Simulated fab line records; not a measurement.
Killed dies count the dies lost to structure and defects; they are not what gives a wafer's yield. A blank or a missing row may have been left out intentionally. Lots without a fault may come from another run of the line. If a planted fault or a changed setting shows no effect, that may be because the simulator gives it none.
Struck lot and sound lot, side by side || flow rit-cmos || 44 out of 202 route steps
Sound: the wafers L255.2, L255.4, L255.5. Wafers struck: L263.1, L263.4, L263.6. Last of all comes the cause.
Order at every step that has rows: each side's tool, ch and its chambers, its first start. Under that, the readings that differ: sound wafers || struck wafers || difference of the means || sigmas: that difference in standard deviations of wafers without a fault.
alike: words and numbers the same on both sides, and readings whose means are apart by under 2 such deviations; not compared: readings that were withheld, readings missing a value for some wafer, numbers with overlapping values and no deviation given by the record, and bounds like >300 which may hide the same value.
Wherever a step has rows on one side only, a row that says differs or no value, or a row with sigmas, the two part there. Non-overlapping numbers with no deviation appear without sigmas and do not part them. Lack of a reading on every wafer of one side parts them only where that side has two or more wafers.

first, 3 steps without rows for these wafers: RIT_PRETRO_EXPOSE_03 (exposes mask M5, target cd 43700 nm); RIT_PRETRO_PEB_04; RIT_PRETRO_DEVELOP_05 (develop time 68 s).
RIT_PRETRO_OVL_MEAS_06:
  sound on overlay-02 at day 3 09:16; struck on overlay-02 at day 4 23:59
  alike: PRETRO_OVL
then, 2 steps without rows for these wafers: RIT_PRETRO_HARDBAKE_07 (time 120 s); RIT_PRETRO_IMPLANT_08.
RIT_PRETRO_STRIP_09: strips in O2, time 180 s.
  sound on plasma-asher-01 ch 0,1, day 3 09:42; struck on plasma-asher-01 ch 0,1, day 5 00:26
  alike: drypump-motor-current-A
  not compared: rf-hours-counter-h
RIT_PRETRO_TW_MEAS_10:
  sound on film-metro-02 at day 3 09:53; struck on film-metro-02 at day 5 00:36
  alike: PRETRO_TW
then, 4 steps without rows for these wafers: RIT_GATE_WET_ETCH_00 (etches SiO2 in BOE, target depth 56 nm, time 60 s); RIT_GATE_CLEAN_01 (cleans in SC1, time 600 s); RIT_GATE_CLEAN_02 (cleans in dHF, time 30 s); RIT_GATE_CLEAN_03 (cleans in SC2, time 600 s).
RIT_GATE_CLEAN_04: cleans in dHF, time 60 s.
  sound on wet-bench-03 ch 3, day 3 10:20; struck on wet-bench-02 ch 1, day 5 01:04
{"reading": "run-length-s (s)", "sound": "91 91 91", "struck": "334 334 334", "difference": "+243", "sigmas": "+62"}
{"reading": "model.SiO2_of_FOX2_OXIDATION_00.thk-nm (nm)", "sound": "260.6 256.6 262.8", "struck": "236.6 230.7 232.7", "difference": -26.7, "sigmas": ""}
RIT_FOX2_THK_MEAS_91:
  sound on film-metro-04 at day 3 10:22; struck on film-metro-04 at day 5 01:06
{"reading": "FIELD_OXIDE_LEFT_2_THK (nm)", "sound": "261 256 263", "struck": "236 231 233", "difference": -27, "sigmas": -3}
then, 2 steps without rows for these wafers: RIT_GATE_OXIDATION_05 (target thk 3 nm, ox time 270 s); RIT_GATE_ANNEAL_06 (time 600 s).
RIT_GATE_THK_MEAS_07:
  sound on film-metro-04 at day 3 12:02; struck on film-metro-04 at day 5 02:48
  alike: GATE_OXIDE_THK
then, 1 step without rows for these wafers: RIT_GATE_CVD_08 (deposits poly-Si from SiH4, target thk 250 nm, time 2220 s).
RIT_GATE_THK_MEAS_09:
  sound on film-metro-03 at day 3 13:43; struck on film-metro-01 at day 5 04:28
  alike: GATE_POLY_THK
then, 6 steps without rows for these wafers: RIT_GATE_HMDS_10 (prime time 60 s); RIT_GATE_COAT_11 (resist thk 850 nm); RIT_GATE_SOFTBAKE_12 (time 60 s); RIT_GATE_EXPOSE_13 (exposes mask M6, target cd 150 nm); RIT_GATE_PEB_14; RIT_GATE_DEVELOP_15 (develop time 50 s).
RIT_GATE_CD_MEAS_16: target cd 150 nm.
  sound on cd-sem-02 at day 3 14:48; struck on cd-sem-01 at day 5 05:25
  alike: cd-nm
RIT_GATE_OVL_MEAS_17:
  sound on overlay-01 at day 3 14:55; struck on overlay-02 at day 5 05:32
  alike: GATE_OVL
then, 1 step without rows for these wafers: RIT_GATE_HARDBAKE_18 (time 60 s).
RIT_GATE_ETCH_19: etches poly-Si in SF6/CHF3/O2, stops on SiO2, time 165 s, target depth 312.5 nm.
  sound on rie-si-01 ch 0,1,3, day 3 15:05; struck on rie-si-01 ch 0,1,2, day 5 05:43
  alike: drypump-motor-current-A, oes-product-au, throttle-valve-pct
  not compared: rf-hours-counter-h
RIT_GATE_STRIP_20: strips in O2, time 180 s.
  sound on plasma-asher-02 ch 0,1, day 3 15:12; struck on plasma-asher-04 ch 0,1, day 5 05:50
  alike: drypump-motor-current-A
  not compared: rf-hours-counter-h
RIT_GATE_CD_MEAS_90: target cd 150 nm.
  sound on cd-sem-01 at day 3 15:23; struck on cd-sem-02 at day 5 06:01
  alike: cd-nm
then, 4 steps without rows for these wafers: RIT_REOX_CLEAN_00 (cleans in SC1, time 600 s); RIT_REOX_CLEAN_01 (cleans in dHF, time 30 s); RIT_REOX_CLEAN_02 (cleans in SC2, time 600 s); RIT_REOX_OXIDATION_03 (target thk 25.2 nm, ox time 5580 s).
RIT_REOX_THK_MEAS_04:
  sound on film-metro-01 at day 3 18:27; struck on film-metro-02 at day 5 09:05
{"reading": "REOX_OXIDE_THK (nm)", "sound": "25.3 25.5 25.5", "struck": "24.4 23.9 24.2", "difference": -1.3, "sigmas": -3}
then, 6 steps without rows for these wafers: RIT_NLDD_HMDS_00 (prime time 60 s); RIT_NLDD_COAT_01 (resist thk 1000 nm); RIT_NLDD_SOFTBAKE_02 (time 60 s); RIT_NLDD_EXPOSE_03 (exposes mask M7, target cd 40700 nm); RIT_NLDD_PEB_04; RIT_NLDD_DEVELOP_05 (develop time 50 s).
RIT_SILICIDE_WET_ETCH_00: etches SiO2 in BOE, target depth 14 nm, time 15 s.
  sound on wet-bench-02 ch 3, day 4 04:01; struck on wet-bench-01 ch 0, day 5 18:45
{"reading": "model.SiO2_of_FOX2_OXIDATION_00.thk-nm (nm)", "sound": "154.9 150.9 157", "struck": "131.4 126.6 127.7", "difference": -25.7, "sigmas": ""}
  alike: temp-c
RIT_M1_PROBE_99:
  sound on prober-02 at day 4 10:58; struck on prober-02 at day 6 01:49
{"reading": "model.etest.pldd.width-nm (nm)", "sound": "3166 3188 3179", "struck": "3286 3281 3295", "difference": "+110", "sigmas": ""}
{"reading": "model.etest.nldd.width-nm (nm)", "sound": "3172 3177 3187", "struck": "3283 3278 3290", "difference": "+105", "sigmas": ""}
{"reading": "model.etest.pplus-sal.width-nm (nm)", "sound": "3468 3464 3466", "struck": "3519 3494 3506", "difference": "+40", "sigmas": ""}
{"reading": "model.etest.nplus-sal.width-nm (nm)", "sound": "3450 3476 3470", "struck": "3512 3477 3517", "difference": "+37", "sigmas": ""}
{"reading": "model.etest.nmos-narrow.drive-ua-um", "sound": "211.8 215.2 212.8", "struck": "248.4 244.7 244.6", "difference": "+32.6", "sigmas": ""}
{"reading": "model.etest.pmos-narrow.drive-ua-um", "sound": "94.05 94.39 94.43", "struck": "116.4 115.4 113.3", "difference": "+20.7", "sigmas": ""}
{"reading": "model.etest.field-n.vt-v (V)", "sound": "35.46 34.95 35.87", "struck": "31.9 31.2 31.45", "difference": -3.9, "sigmas": ""}
{"reading": "model.etest.field-p.vt-v (V)", "sound": "-12.63 -12.64 -12.68", "struck": "-11.5 -11.35 -11.47", "difference": "+1.2", "sigmas": ""}
  alike: killed-at-front-end, killed-dies, killed-open, killed-short

== WHERE THEY PART ==
At RIT_GATE_CLEAN_04 first; at RIT_REOX_THK_MEAS_04 last (within this record only). Later steps at which nothing parts them and some readings are alike: RIT_SILICIDE_WET_ETCH_00, RIT_M1_PROBE_99.

WHY: the cause the simulator had injected
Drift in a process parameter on wet-bench-02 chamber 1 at RIT_GATE_CLEAN_04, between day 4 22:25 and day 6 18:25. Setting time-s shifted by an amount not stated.
